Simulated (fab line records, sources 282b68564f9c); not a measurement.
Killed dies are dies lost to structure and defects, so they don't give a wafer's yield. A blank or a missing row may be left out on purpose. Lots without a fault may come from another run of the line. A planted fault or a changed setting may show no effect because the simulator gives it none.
Chamber matching | flow rit_cmos | RIT_GATE_ETCH_19 on rie_si-01: 4 sister chambers
The step etches poly-Si in SF6/CHF3/O2, stops on SiO2, time 165 s, target depth 312.5 nm. 4 wafers are shown with their chamber, then 7 later ones without.

WAFERS WITH THEIR CHAMBER
wafer  | chamber | drypump_motor_current_A (A)
L675.3 | 0       | 6.1
L683.2 | 2       | 5.3
L687.1 | 1       | 6.1
L687.2 | 3       | 4.6

WAFERS WITHOUT THEIR CHAMBER
wafer  | drypump_motor_current_A (A)
L687.5 | 5.2
L691.1 | 6.1
L691.2 | 6.1
L691.6 | 5.3
L693.2 | 5.2
L693.5 | 6.1
L693.6 | 5.3

WHICH CHAMBER EACH WENT THROUGH
wafer  | from the rows above     | in truth
L687.5 | 2                       | 2
L691.1 | can't be placed: 0 or 1 | 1
L691.2 | can't be placed: 0 or 1 | 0
L691.6 | 2                       | 2
L693.2 | 2                       | 2
L693.5 | can't be placed: 0 or 1 | 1
L693.6 | 2                       | 2
Placed correctly: 4 of 7. Can't be placed from these rows: 3 (the true chamber is among the candidates in 3). Placed wrongly: 0.
How it was worked out, from the rows above alone: a wafer's distance from a chamber is the root of the sum, over the readings, of the square of ((its reading less the chamber's mean) divided by the reading's scatter). The wafer belongs to the nearest chamber; if the next one is less than 2 further off, it can't be placed. A chamber's mean is the mean of its shown wafers. The scatter: with one shown wafer a chamber, the root of the mean of the squares of how far each hidden wafer lies from its nearest shown one.
